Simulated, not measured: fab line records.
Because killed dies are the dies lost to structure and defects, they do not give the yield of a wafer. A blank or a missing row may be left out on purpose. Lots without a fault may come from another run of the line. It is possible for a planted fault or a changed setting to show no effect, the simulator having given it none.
Code-filled problem report in 8D (eight disciplines) form + flow berkeleyCmos170 + the parts of the form that need people (team, actions taken, sign-off) are left out

## 1. THE PROBLEM
M1_AL_RS at UCB170_M1_RS_MEAS_01 reads a mean of 0.0633 ohm/sq on 6 wafers of 2 lots; wafers without a fault read 0.0487 ohm/sq with a standard deviation of 0.00055. That is +26 standard deviations from the usual mean.
The step: measures by four-point-probe.
The first sign was on wafer L841.1 at day 12 18:27, on filmMetro-03. The record holds 42 wafers of 14 lots with a number at this step. The rule behind "out" and "out of limits": a value lying over 4 standard deviations away from the usual mean. The other wafers with a number count as sound.

## 2. WHAT IT IS; WHAT IT IS NOT
| question                    | is                     | is not                                                                 |
|-----------------------------|------------------------|------------------------------------------------------------------------|
| which readings at this step | M1_AL_RS               | -                                                                      |
| which lots                  | L841, L844             | L821, L824, L825, L826, L827, L829, L830, L833, L834, L835, L836, L837 |
| which wafers of those lots  | all that have a number | -                                                                      |
| read on which gauges        | filmMetro-03           | filmMetro-01, filmMetro-04                                             |
| when                        | from day 12 18:27      | up to then (36 sound wafers)                                           |

## 3. WHAT RULES OUT EACH SUSPECT
Counting: a tool at a process step up to the reading stays a suspect if it ran every lot that is out and no sound lot after the first of them.
- the gauge at UCB170_M1_RS_MEAS_01 has been ruled out. All the wafers that are out were read on filmMetro-03, but those of them that UCB170_M1_METAL_ETCH_12 has rows for are out there too, on other tools.
- pvdSputter-03 at UCB170_M1_SPUTTER_00 (material Al, target thk 600 nm, time 80 s): kept. It processed each lot that is out, first L841 at day 12 18:23, and no sound lot thereafter; up to then, the last sound lot it processed was L836 at day 11 09:32.
The count leaves pvdSputter-03 at UCB170_M1_SPUTTER_00.

## 4. THE CAUSE (what the simulator had put in)
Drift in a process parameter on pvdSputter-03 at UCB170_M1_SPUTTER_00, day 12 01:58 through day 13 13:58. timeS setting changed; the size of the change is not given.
After counting, this tool was the only one left.

## 5. SEQUENCE OF EFFECTS, ordered by route
Rows list readings where the struck wafers' mean (over those with a number) sits beyond 3 standard deviations from the usual. Only readings whose record carries a usual standard deviation are examined. hours: median over the lots of the time between each lot's start at the first step of this table that gives one and its start at this step. sigmas: the change, counted in usual standard deviations.
| hours | step                    | reading      | usual         | on struck wafers | change  | sigmas |
|-------|-------------------------|--------------|---------------|------------------|---------|--------|
| 0     | UCB170_M1_RS_MEAS_01    | M1_AL_RS     | 0.0487 ohm/sq | 0.0633           | +0.0146 | +26    |
| 0     | UCB170_M1_THK_MEAS_02   | M1_AL_THK    | 606 nm        | 470              | -136    | -21    |
| 1     | UCB170_M1_METAL_ETCH_12 | oesProductAu | 0.859 a.u.    | 0.750            | -0.109  | -7.8   |
Here are the process steps it includes:
- UCB170_M1_METAL_ETCH_12: etches Al in Cl2/BCl3, stops on PSG, target depth 780 nm, time 130 s.

## 6. HOW IT WOULD HAVE BEEN CAUGHT EARLIER
In this record the first reading out of limits at a measuring or inspecting step was taken at day 12 18:27, 16 hours after the fault began at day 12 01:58.
Of the tool readings at UCB170_M1_SPUTTER_00 for which the record gives a usual standard deviation, none was out on any struck wafer, so an alarm limit of 4 standard deviations on them would not have fired.
L844, from the lots that are out (2), started UCB170_M1_SPUTTER_00 on pvdSputter-03 later than day 12 18:27. Had the tool been put on hold then, it would have been spared.
